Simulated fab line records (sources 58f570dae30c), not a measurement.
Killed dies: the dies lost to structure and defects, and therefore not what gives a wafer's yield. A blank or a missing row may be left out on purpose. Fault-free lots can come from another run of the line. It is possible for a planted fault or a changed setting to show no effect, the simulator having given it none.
The tool behind it: which one? || flow berkeley-cmos170 || 13 lots with 39 wafers sampled at 6 steps, on a route of 331 steps

## WHAT EACH GAUGE READ, for each wafer
UCB170_PVT_OVL_MEAS_06. Usual: PVT_OVL gives -4 nm (standard deviation 5).
{"lot": "L862", "measured": "day 5 22:57", "on": "overlay-02", "PVT_OVL (nm)": "-14 -8 -8", "flag": ""}
{"lot": "L864", "measured": "day 6 07:41", "on": "overlay-02", "PVT_OVL (nm)": "-3 -4 -2", "flag": ""}
{"lot": "L865", "measured": "day 6 19:11", "on": "overlay-02", "PVT_OVL (nm)": "5 -4 -3", "flag": ""}
{"lot": "L869", "measured": "day 7 00:32", "on": "overlay-01", "PVT_OVL (nm)": "-8 -9 -13", "flag": ""}
{"lot": "L867", "measured": "day 7 01:05", "on": "overlay-01", "PVT_OVL (nm)": "-3 -4 -1", "flag": ""}
{"lot": "L872", "measured": "day 7 18:11", "on": "overlay-02", "PVT_OVL (nm)": "-15 -10 -8", "flag": ""}
{"lot": "L870", "measured": "day 7 18:43", "on": "overlay-01", "PVT_OVL (nm)": "-5 -9 -3", "flag": ""}
{"lot": "L878", "measured": "day 8 22:58", "on": "overlay-01", "PVT_OVL (nm)": "3 5 -7", "flag": ""}
{"lot": "L879", "measured": "day 9 04:39", "on": "overlay-02", "PVT_OVL (nm)": "-9 -4 -1", "flag": ""}
{"lot": "L881", "measured": "day 9 15:40", "on": "overlay-01", "PVT_OVL (nm)": "5 10 3", "flag": ""}
{"lot": "L882", "measured": "day 9 15:53", "on": "overlay-02", "PVT_OVL (nm)": "6 2 2", "flag": ""}
{"lot": "L884", "measured": "day 10 01:23", "on": "overlay-01", "PVT_OVL (nm)": "5 -7 -1", "flag": ""}
{"lot": "L885", "measured": "day 10 01:39", "on": "overlay-01", "PVT_OVL (nm)": "-5 -4 -4", "flag": ""}

UCB170_PLDD_CD_MEAS_06: target cd 1200 nm. Usual: cd-nm 1200.4 nm, standard deviation 1.3.
{"lot": "L862", "measured": "day 6 14:00", "on": "cd-sem-01", "cd-nm (nm)": "1200.0 1199.9 1198.8", "flag": ""}
{"lot": "L864", "measured": "day 7 00:48", "on": "cd-sem-02", "cd-nm (nm)": "1199.3 1199.1 1200.4", "flag": ""}
{"lot": "L865", "measured": "day 7 06:52", "on": "cd-sem-02", "cd-nm (nm)": "1200.3 1200.8 1200.8", "flag": ""}
{"lot": "L869", "measured": "day 7 11:25", "on": "cd-sem-01", "cd-nm (nm)": "1202.2 1200.9 1201.2", "flag": ""}
{"lot": "L867", "measured": "day 7 10:52", "on": "cd-sem-02", "cd-nm (nm)": "1199.5 1199.8 1199.4", "flag": ""}
{"lot": "L872", "measured": "day 8 08:59", "on": "cd-sem-01", "cd-nm (nm)": "1199.1 1201.0 1199.9", "flag": ""}
{"lot": "L870", "measured": "day 8 09:14", "on": "cd-sem-02", "cd-nm (nm)": "1198.8 1201.4 1200.0", "flag": ""}
{"lot": "L878", "measured": "day 9 11:07", "on": "cd-sem-01", "cd-nm (nm)": "1200.7 1200.1 1198.0", "flag": ""}
{"lot": "L879", "measured": "day 9 20:51", "on": "cd-sem-01", "cd-nm (nm)": "1199.2 1199.2 1198.0", "flag": ""}
{"lot": "L881", "measured": "day 10 03:53", "on": "cd-sem-01", "cd-nm (nm)": "1201.3 1201.5 1200.3", "flag": ""}
{"lot": "L882", "measured": "day 10 04:14", "on": "cd-sem-01", "cd-nm (nm)": "1200.0 1200.2 1201.8", "flag": ""}
{"lot": "L884", "measured": "day 10 11:57", "on": "cd-sem-02", "cd-nm (nm)": "1201.5 1201.2 1201.8", "flag": ""}
{"lot": "L885", "measured": "day 10 12:24", "on": "cd-sem-01", "cd-nm (nm)": "1201.7 1200.1 1201.7", "flag": ""}

UCB170_M2_OVL_MEAS_16. Usual: M2_OVL gives -4 nm (standard deviation 5.1).
{"lot": "L862", "measured": "day 7 20:59", "on": "overlay-02", "M2_OVL (nm)": "-1 -2 -4", "flag": ""}
{"lot": "L864", "measured": "day 8 07:26", "on": "overlay-01", "M2_OVL (nm)": "-3 -5 -2", "flag": ""}
{"lot": "L865", "measured": "day 8 18:14", "on": "overlay-02", "M2_OVL (nm)": "-3 -4 -5", "flag": ""}
{"lot": "L869", "measured": "day 8 17:58", "on": "overlay-02", "M2_OVL (nm)": "3 0 -2", "flag": ""}
{"lot": "L867", "measured": "day 8 18:46", "on": "overlay-02", "M2_OVL (nm)": "-8 -5 -4", "flag": ""}
{"lot": "L872", "measured": "day 9 15:43", "on": "overlay-02", "M2_OVL (nm)": "-12 -17 -15", "flag": ""}
{"lot": "L870", "measured": "day 9 15:50", "on": "overlay-01", "M2_OVL (nm)": "3 -1 0", "flag": ""}
{"lot": "L878", "measured": "day 10 17:00", "on": "overlay-02", "M2_OVL (nm)": "-10 -5 -9", "flag": ""}
{"lot": "L879", "measured": "day 11 07:22", "on": "overlay-01", "M2_OVL (nm)": "-14 -14 -11", "flag": ""}
{"lot": "L881", "measured": "day 11 21:53", "on": "overlay-02", "M2_OVL (nm)": "8 -2 11", "flag": ""}
{"lot": "L882", "measured": "day 11 21:20", "on": "overlay-01", "M2_OVL (nm)": "-6 -8 -4", "flag": ""}
{"lot": "L884", "measured": "day 11 22:37", "on": "overlay-01", "M2_OVL (nm)": "-2 -10 -7", "flag": ""}
{"lot": "L885", "measured": "day 11 22:20", "on": "overlay-01", "M2_OVL (nm)": "-4 -4 -4", "flag": ""}

UCB170_M3_CD_MEAS_90: target cd 700 nm. Usual: cd-nm 699.0 nm, standard deviation 2.8.
{"lot": "L862", "measured": "day 8 02:34", "on": "cd-sem-01", "cd-nm (nm)": "704.0 698.7 700.4", "flag": ""}
{"lot": "L864", "measured": "day 8 13:56", "on": "cd-sem-02", "cd-nm (nm)": "703.8 701.4 700.5", "flag": ""}
{"lot": "L865", "measured": "day 9 01:32", "on": "cd-sem-01", "cd-nm (nm)": "697.3 695.4 697.6", "flag": ""}
{"lot": "L869", "measured": "day 9 00:46", "on": "cd-sem-02", "cd-nm (nm)": "704.5 701.8 702.5", "flag": ""}
{"lot": "L867", "measured": "day 9 01:51", "on": "cd-sem-02", "cd-nm (nm)": "703.0 700.8 700.4", "flag": ""}
{"lot": "L872", "measured": "day 10 00:14", "on": "cd-sem-01", "cd-nm (nm)": "696.9 696.7 697.7", "flag": ""}
{"lot": "L870", "measured": "day 9 23:52", "on": "cd-sem-02", "cd-nm (nm)": "684.7 683.3 684.3 684.1 683.1 684.3", "flag": "OFF"}
{"lot": "L878", "measured": "day 10 22:56", "on": "cd-sem-02", "cd-nm (nm)": "692.0 695.1 693.4", "flag": ""}
{"lot": "L879", "measured": "day 11 12:53", "on": "cd-sem-02", "cd-nm (nm)": "697.0 695.5 697.2", "flag": ""}
{"lot": "L881", "measured": "day 12 05:52", "on": "cd-sem-01", "cd-nm (nm)": "694.9 698.3 695.5", "flag": ""}
{"lot": "L882", "measured": "day 12 04:23", "on": "cd-sem-01", "cd-nm (nm)": "697.6 696.9 698.5", "flag": ""}
{"lot": "L884", "measured": "day 12 07:09", "on": "cd-sem-01", "cd-nm (nm)": "699.5 699.2 701.0", "flag": ""}
{"lot": "L885", "measured": "day 12 06:12", "on": "cd-sem-01", "cd-nm (nm)": "695.2 694.1 693.3", "flag": ""}

## EACH LOT AND THE TOOL THAT RAN IT (in order: tool; ch and the chambers of the sampled wafers; start)
{"lot": "L862", "UCB170_M3_METAL_ETCH_18": "rie-metal-03 ch 0,1, day 8 02:19", "UCB170_M3_STRIP_19": "plasma-asher-01 ch 0,1, day 8 02:28"}
{"lot": "L864", "UCB170_M3_METAL_ETCH_18": "rie-metal-03 ch 0,1, day 8 13:33", "UCB170_M3_STRIP_19": "plasma-asher-02 ch 0,1, day 8 13:44"}
{"lot": "L865", "UCB170_M3_METAL_ETCH_18": "rie-metal-02 ch 0,1, day 9 01:14", "UCB170_M3_STRIP_19": "plasma-asher-01 ch 0,1, day 9 01:25"}
{"lot": "L869", "UCB170_M3_METAL_ETCH_18": "rie-metal-03 ch 0,1, day 9 00:30", "UCB170_M3_STRIP_19": "plasma-asher-02 ch 0,1, day 9 00:40"}
{"lot": "L867", "UCB170_M3_METAL_ETCH_18": "rie-metal-03 ch 0,1, day 9 01:34", "UCB170_M3_STRIP_19": "plasma-asher-04 ch 0,1, day 9 01:45"}
{"lot": "L872", "UCB170_M3_METAL_ETCH_18": "rie-metal-02 ch 0,1, day 9 23:57", "UCB170_M3_STRIP_19": "plasma-asher-01 ch 0,1, day 10 00:08"}
{"lot": "L870", "UCB170_M3_METAL_ETCH_18": "rie-metal-03 ch 1, day 9 23:24", "UCB170_M3_STRIP_19": "plasma-asher-02 ch 0,1, day 9 23:46"}
{"lot": "L878", "UCB170_M3_METAL_ETCH_18": "rie-metal-02 ch 0,1, day 10 22:40", "UCB170_M3_STRIP_19": "plasma-asher-02 ch 0,1, day 10 22:49"}
{"lot": "L879", "UCB170_M3_METAL_ETCH_18": "rie-metal-02 ch 0,1, day 11 12:36", "UCB170_M3_STRIP_19": "plasma-asher-02 ch 0,1, day 11 12:47"}
{"lot": "L881", "UCB170_M3_METAL_ETCH_18": "rie-metal-04 ch 0,1, day 12 05:12", "UCB170_M3_STRIP_19": "plasma-asher-04 ch 0,1, day 12 05:23"}
{"lot": "L882", "UCB170_M3_METAL_ETCH_18": "rie-metal-02 ch 0,1, day 12 04:08", "UCB170_M3_STRIP_19": "plasma-asher-04 ch 0,1, day 12 04:17"}
{"lot": "L884", "UCB170_M3_METAL_ETCH_18": "rie-metal-04 ch 0,1, day 12 06:52", "UCB170_M3_STRIP_19": "plasma-asher-04 ch 0,1, day 12 07:03"}
{"lot": "L885", "UCB170_M3_METAL_ETCH_18": "rie-metal-02 ch 0,1, day 12 05:48", "UCB170_M3_STRIP_19": "plasma-asher-02 ch 0,1, day 12 05:59"}
- UCB170_M3_METAL_ETCH_18: etches Al in Cl2/BCl3, stops on SiO2, target depth 1170 nm, time 195 s.
- UCB170_M3_STRIP_19: strips in O2.

## WHAT THE TOOLS THEMSELVES READ (means of the sampled wafers that have a number; where no wafer has one, the mark that the record gives instead)
UCB170_M3_METAL_ETCH_18. Usual: drypump-motor-current-A 5.9 A, standard deviation 0.47; oes-product-au 0.856 a.u., standard deviation 0.01; rf-fwd-power-W 598.3 W, standard deviation 2; throttle-valve-pct 24.50 %, standard deviation 0.21.
{"lot": "L862", "tool": "rie-metal-03", "drypump-motor-current-A (A)": 5.6, "oes-product-au (a.u.)": 0.848, "rf-fwd-power-W (W)": 599.9, "throttle-valve-pct (%)": 24.42, "flag": ""}
{"lot": "L864", "tool": "rie-metal-03", "drypump-motor-current-A (A)": 5.6, "oes-product-au (a.u.)": 0.843, "rf-fwd-power-W (W)": 599.5, "throttle-valve-pct (%)": 24.42, "flag": ""}
{"lot": "L865", "tool": "rie-metal-02", "drypump-motor-current-A (A)": 6.4, "oes-product-au (a.u.)": 0.859, "rf-fwd-power-W (W)": 597.2, "throttle-valve-pct (%)": 24.64, "flag": ""}
{"lot": "L869", "tool": "rie-metal-03", "drypump-motor-current-A (A)": 5.6, "oes-product-au (a.u.)": 0.840, "rf-fwd-power-W (W)": 597.2, "throttle-valve-pct (%)": 24.43, "flag": ""}
{"lot": "L867", "tool": "rie-metal-03", "drypump-motor-current-A (A)": 5.7, "oes-product-au (a.u.)": 0.844, "rf-fwd-power-W (W)": 601.0, "throttle-valve-pct (%)": 24.42, "flag": ""}
{"lot": "L872", "tool": "rie-metal-02", "drypump-motor-current-A (A)": 6.5, "oes-product-au (a.u.)": 0.856, "rf-fwd-power-W (W)": 597.9, "throttle-valve-pct (%)": 24.65, "flag": ""}
{"lot": "L870", "tool": "rie-metal-03", "drypump-motor-current-A (A)": 6.1, "oes-product-au (a.u.)": 0.850, "rf-fwd-power-W (W)": 597.6, "throttle-valve-pct (%)": 24.27, "flag": ""}
{"lot": "L878", "tool": "rie-metal-02", "drypump-motor-current-A (A)": 6.4, "oes-product-au (a.u.)": 0.868, "rf-fwd-power-W (W)": 598.0, "throttle-valve-pct (%)": 24.63, "flag": ""}
{"lot": "L879", "tool": "rie-metal-02", "drypump-motor-current-A (A)": 6.2, "oes-product-au (a.u.)": 0.862, "rf-fwd-power-W (W)": 595.0, "throttle-valve-pct (%)": 24.50, "flag": ""}
{"lot": "L881", "tool": "rie-metal-04", "drypump-motor-current-A (A)": 5.5, "oes-product-au (a.u.)": 0.870, "rf-fwd-power-W (W)": 598.0, "throttle-valve-pct (%)": 24.47, "flag": ""}
{"lot": "L882", "tool": "rie-metal-02", "drypump-motor-current-A (A)": 6.3, "oes-product-au (a.u.)": 0.856, "rf-fwd-power-W (W)": 596.4, "throttle-valve-pct (%)": 24.51, "flag": ""}
{"lot": "L884", "tool": "rie-metal-04", "drypump-motor-current-A (A)": 5.3, "oes-product-au (a.u.)": 0.860, "rf-fwd-power-W (W)": 601.4, "throttle-valve-pct (%)": 24.61, "flag": ""}
{"lot": "L885", "tool": "rie-metal-02", "drypump-motor-current-A (A)": 6.4, "oes-product-au (a.u.)": 0.861, "rf-fwd-power-W (W)": 598.5, "throttle-valve-pct (%)": 24.64, "flag": ""}

UCB170_M3_STRIP_19. Usual: drypump-motor-current-A 5.7 A, standard deviation 0.32; oes-product-au 0.535 a.u., standard deviation 0.012.
{"lot": "L862", "tool": "plasma-asher-01", "drypump-motor-current-A (A)": 5.9, "oes-product-au (a.u.)": 0.545, "flag": ""}
{"lot": "L864", "tool": "plasma-asher-02", "drypump-motor-current-A (A)": 5.4, "oes-product-au (a.u.)": 0.552, "flag": ""}
{"lot": "L865", "tool": "plasma-asher-01", "drypump-motor-current-A (A)": 6.2, "oes-product-au (a.u.)": 0.528, "flag": ""}
{"lot": "L869", "tool": "plasma-asher-02", "drypump-motor-current-A (A)": 5.6, "oes-product-au (a.u.)": 0.546, "flag": ""}
{"lot": "L867", "tool": "plasma-asher-04", "drypump-motor-current-A (A)": 5.8, "oes-product-au (a.u.)": 0.544, "flag": ""}
{"lot": "L872", "tool": "plasma-asher-01", "drypump-motor-current-A (A)": 6.2, "oes-product-au (a.u.)": 0.540, "flag": ""}
{"lot": "L870", "tool": "plasma-asher-02", "drypump-motor-current-A (A)": 5.5, "oes-product-au (a.u.)": 0.313, "flag": "OFF"}
{"lot": "L878", "tool": "plasma-asher-02", "drypump-motor-current-A (A)": 5.4, "oes-product-au (a.u.)": 0.537, "flag": ""}
{"lot": "L879", "tool": "plasma-asher-02", "drypump-motor-current-A (A)": 5.6, "oes-product-au (a.u.)": 0.535, "flag": ""}
{"lot": "L881", "tool": "plasma-asher-04", "drypump-motor-current-A (A)": 5.7, "oes-product-au (a.u.)": 0.538, "flag": ""}
{"lot": "L882", "tool": "plasma-asher-04", "drypump-motor-current-A (A)": 5.7, "oes-product-au (a.u.)": 0.524, "flag": ""}
{"lot": "L884", "tool": "plasma-asher-04", "drypump-motor-current-A (A)": 5.7, "oes-product-au (a.u.)": 0.527, "flag": ""}
{"lot": "L885", "tool": "plasma-asher-02", "drypump-motor-current-A (A)": 5.4, "oes-product-au (a.u.)": 0.530, "flag": ""}

## THE ANSWER, worked out from the rows above alone
Rule: take the mean of a lot's wafers that have a number; if it is more than 3 standard deviations from the usual mean, the lot is off. A lot without any number at a reading at which 4 lots or more have one is off too. All remaining lots with rows at the step are treated as sound. After the gauges, taken in route order, come the tools' own readings; for these a lot's mean is taken, as printed above. At the first step where some lot is off, the reading lying furthest off is the one used; lots without a number count as furthest.
Off at UCB170_M3_CD_MEAS_90 (cd-nm): L870.
A tool fits if, at a process step before that reading, it ran every lot that is off, and no sound lot after the first of them. The gauges at UCB170_M3_CD_MEAS_90 aren't tried: what is off there is off at UCB170_M3_STRIP_19 too, on other tools, and a gauge's error can't cause that. One fits: rie-metal-03 at UCB170_M3_METAL_ETCH_18. A fault onset in the window from L867 (day 9 01:34, its last sound lot) to L870 (day 9 23:24, its first lot off) fits.

## WHAT HAD BEEN PUT IN BY THE SIMULATOR
rie-metal-03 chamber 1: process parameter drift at UCB170_M3_METAL_ETCH_18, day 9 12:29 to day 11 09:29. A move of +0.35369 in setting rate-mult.
Shown lots that were struck: L870. The rule above found the same.
